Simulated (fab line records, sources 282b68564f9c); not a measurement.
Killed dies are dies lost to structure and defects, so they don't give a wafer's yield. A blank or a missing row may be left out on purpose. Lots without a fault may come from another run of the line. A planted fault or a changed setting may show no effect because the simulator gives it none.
fab line records | flow rit_cmos
record lots=5 wafers=15 last_day=7
route steps=202 shown GATE@95 REOX@98
lots that met no fault: from a run of the same line without faults
start_h: hours from the record's first day to the start of the lot's first wafer shown | wait_h: hours since the lot's step before | " the same as in the row above | L1.1+2: a row that stands for several wafers | - no value, or no start given | * or withheld: withheld | < > ~ a bound
route shown NAME@n: a module of which the file shows steps, and the number in the route of the first | usual: mean/standard deviation of fault-free wafers | same: alike in all rows | chamber/n: place in a boat | sites: the reading at each site | _std_site: their standard deviation | _edge_site: outer sites' mean less inner sites' | radius_mm: how far each site lies from the wafer's centre | mask NAME#n: copy n | behind: the tool/chamber that last shaped the wafer | hold: why the lot was held/for how many hours/how that ended | device: the transistor (n, p or np) that didn't switch | end of line: the same wafers' tests at the end of the route | a step without rows: its recipe alone | killed: dies lost to structure and defects at the first sort, not the wafer's yield | map: a wafer's dies, x killed, . not, _ none there
set.NAME: the setting as run; set.NAME@STEP: as run at that earlier step | model.NAME: the simulator's own value behind a step, which no gauge read
lots at some steps of the route; a table a step, a row a wafer
services: from which hour (start_h, from the record's first day; less than 0 if before it) a tool's chamber was out of use, for how many hours, and why
## steps
# step RIT_GATE_ETCH_19
# recipe chemistry=SF6/CHF3/O2 time_s=165 SF6_flow_sccm=30 CHF3_flow_sccm=30 O2_flow_sccm=5 target=poly-Si pressure_mtorr=40 rf_w=160 target_depth_a=3125 over_etch_frac=0.25 stop_on=SiO2
# usual drypump_motor_current_A=5.7/0.67 oes_product_au=0.842/0.011 throttle_valve_pct=10.22/0.17
# columns lot.wafer tool chamber start_h wait_h drypump_motor_current_A oes_product_au rf_hours_counter_h throttle_valve_pct
L074.1 rie_si-01 1 37.51 0.1 5.5 0.847 143 10.20
L074.2 " 3 " " 6.0 0.852 1 10.22
L074.5 " 1 " " 5.5 0.840 - 10.20
L083.3 rie_si-02 2 81.80 0.1 4.7 0.831 92 10.11
L083.4 " 3 " " 6.8 0.833 84 10.20
L083.6 " 3 " " 6.8 0.850 - 10.20
L086.3 rie_si-01 3 99.99 0.1 5.9 0.850 1 10.23
L086.4 " 2 " " 5.2 0.834 0 10.06
L086.6 " 3 " " 5.9 0.850 - 10.23
L088.1 rie_si-01 1 107.78 0.1 5.5 0.840 143 10.21
L088.2 " 2 " " 5.2 0.837 0 10.07
L088.6 " 0 " " 6.3 0.855 - 10.44
L097.1 rie_si-02 2 152.32 0.1 4.7 0.834 93 10.11
L097.3 " 0 " " 6.1 0.853 25 10.02
L097.5 " 0 " " 6.1 0.839 - 10.02
# step RIT_GATE_STRIP_20
# recipe chemistry=O2 time_s=180 resist=NOVOLAK platen_temp_c=withheld power_w=500 pressure_mtorr=4000 o2_flow_sccm=4000
# usual drypump_motor_current_A=5.7/0.49
# columns lot.wafer tool chamber start_h wait_h drypump_motor_current_A rf_hours_counter_h
L074.1 plasma_asher-04 1 37.62 0.1 5.4 25
L074.2 " 0 " " 6.0 25
L074.5 " 0 " " 6.1 -
L083.3 plasma_asher-02 1 81.97 0.1 6.2 -
L083.4 " 0 " " 5.2 -
L083.6 " 0 " " 5.2 -
L086.3 plasma_asher-02 1 100.15 0.1 6.2 -
L086.4 " 0 " " 5.2 -
L086.6 " 0 " " 5.2 -
L088.1 plasma_asher-03 0 107.89 0.1 5.0 43
L088.2 " 1 " " 6.1 43
L088.6 " 0 " " 5.0 -
L097.1 plasma_asher-04 0 152.43 0.1 6.1 38
L097.3 " 1 " " 5.4 -
L097.5 " 1 " " 5.4 -
# step RIT_GATE_CD_MEAS_90
# recipe target_cd_nm=150
# usual cd_nm=149.6/2.5
# columns lot.wafer tool chamber start_h wait_h cd_nm
L074.1 cd_sem-01 - 40.26 2.6 151.2
L074.2 " - " " 153.7
L074.5 " - " " 151.3
L083.3 cd_sem-01 - 82.12 0.1 146.9
L083.4 " - " " 146.0
L083.6 " - " " 149.7
L086.3 cd_sem-01 - 100.31 0.1 151.2
L086.4 " - " " 150.3
L086.6 " - " " 149.6
L088.1 cd_sem-01 - 108.06 0.1 152.3
L088.2 " - " " 151.0
L088.6 " - " " 151.8
L097.1 cd_sem-02 - 152.61 0.1 147.8
L097.3 " - " " 149.0
L097.5 " - " " 149.1
# step RIT_REOX_CLEAN_00
# recipe chemistry=SC1 mix=3:3:50 time_s=600 temp_c=75
# columns lot.wafer tool chamber start_h wait_h
L074.1+2+5 wet_bench-04 0 40.38 0.1
L083.3+4+6 wet_bench-01 2 82.20 0.1
L086.3+4+6 wet_bench-01 1 100.39 0.1
L088.1+2+6 wet_bench-04 1 108.18 0.1
L097.1+3+5 wet_bench-01 1 152.73 0.1
# step RIT_REOX_CLEAN_01
# recipe chemistry=dHF dilution=50:1 time_s=30
# columns lot.wafer tool chamber start_h wait_h
L074.1+2+5 wet_bench-02 3 40.57 0.0
L083.3+4+6 wet_bench-02 2 82.39 0.0
L086.3+4+6 wet_bench-02 1 100.56 0.0
L088.1+2+6 wet_bench-02 0 108.37 0.0
L097.1+3+5 wet_bench-04 0 152.90 0.0
# step RIT_REOX_CLEAN_02
# recipe chemistry=SC2 mix=3:3:50 time_s=600 temp_c=75 dry=n2_spin
# columns lot.wafer tool chamber start_h wait_h
L074.1+2+5 wet_bench-01 2 40.59 0.0
L083.3+4+6 wet_bench-04 0 82.41 0.0
L086.3+4+6 wet_bench-04 0 100.58 0.0
L088.1+2+6 wet_bench-01 0 108.39 0.0
L097.1+3+5 wet_bench-01 2 152.93 0.0
# step RIT_REOX_OXIDATION_03
# recipe temp_c=900 ambient=O2 target_thk_a=252 ox_time_s=5310
# usual tube_center_temp_C=900.02/0.087
# columns lot.wafer tool chamber start_h wait_h tube_center_temp_C
L074.1 furnace-01 0 40.78 0.0 900.05
L074.2 " 0 " " 900.04
L074.5 " 0 " " 899.94
L083.3 furnace-02 0 82.80 0.2 899.99
L083.4 " 0 " " 899.88
L083.6 " 0 " " 899.99
L086.3 furnace-01 0 101.18 0.4 899.97
L086.4 " 0 " " 900.06
L086.6 " 0 " " 900.07
L088.1 furnace-01 0 108.57 0.0 900.18
L088.2 " 0 " " 900.09
L088.6 " 0 " " 900.09
L097.1 furnace-03 0 153.11 0.0 900.09
L097.3 " 0 " " 899.96
L097.5 " 0 " " 900.11
# step RIT_REOX_THK_MEAS_04
# recipe reads=SiO2_of_REOX_OXIDATION_03
# usual REOX_OXIDE_THK=24.4/0.5
# columns lot.wafer tool chamber start_h wait_h REOX_OXIDE_THK[nm]
L074.1 film_metro-01 - 43.33 0.0 24.7
L074.2 " - " " 25.0
L074.5 " - " " 24.9
L083.3 film_metro-04 - 85.37 0.0 24.5
L083.4 " - " " 24.3
L083.6 " - " " 24.6
L086.3 film_metro-04 - 103.75 0.0 24.7
L086.4 " - " " 25.2
L086.6 " - " " 24.9
L088.1 film_metro-01 - 111.12 0.0 24.7
L088.2 " - " " 25.0
L088.6 " - " " 24.8
L097.1 film_metro-04 - 155.66 0.0 24.3
L097.3 " - " " 24.4
L097.5 " - " " 24.3
## services
# columns tool chamber start_h hours kind
plasma_asher-03 - 32.97 16.7 repair
wet_bench-02 - 35.34 3.2 repair
plasma_asher-04 - 46.32 3.4 repair
furnace-03 - 54.61 3.2 pm
plasma_asher-03 - 62.75 3.1 repair
plasma_asher-03 - 66.82 15.6 pm
rie_si-01 0 67.39 0.9 repair
rie_si-01 2 82.81 - clean
rie_si-01 2 82.81 15.3 scheduled_down
rie_si-01 2 82.81 15.3 vent_cycle
wet_bench-02 - 90.71 2.7 repair
rie_si-02 1 106.46 2.9 repair
plasma_asher-02 - 107.56 3.9 repair
plasma_asher-04 - 108.75 1.5 repair
plasma_asher-02 - 111.42 9.0 pm
plasma_asher-02 0 111.42 9.0 vent_cycle
plasma_asher-02 1 111.42 9.0 vent_cycle
plasma_asher-02 0 120.42 - clean
plasma_asher-02 1 120.42 - clean
rie_si-02 2 138.31 3.5 repair
rie_si-02 1 141.82 - clean
rie_si-01 1 143.67 - clean
rie_si-01 1 143.67 20.2 scheduled_down
rie_si-01 1 143.67 20.2 vent_cycle
## key
fault none
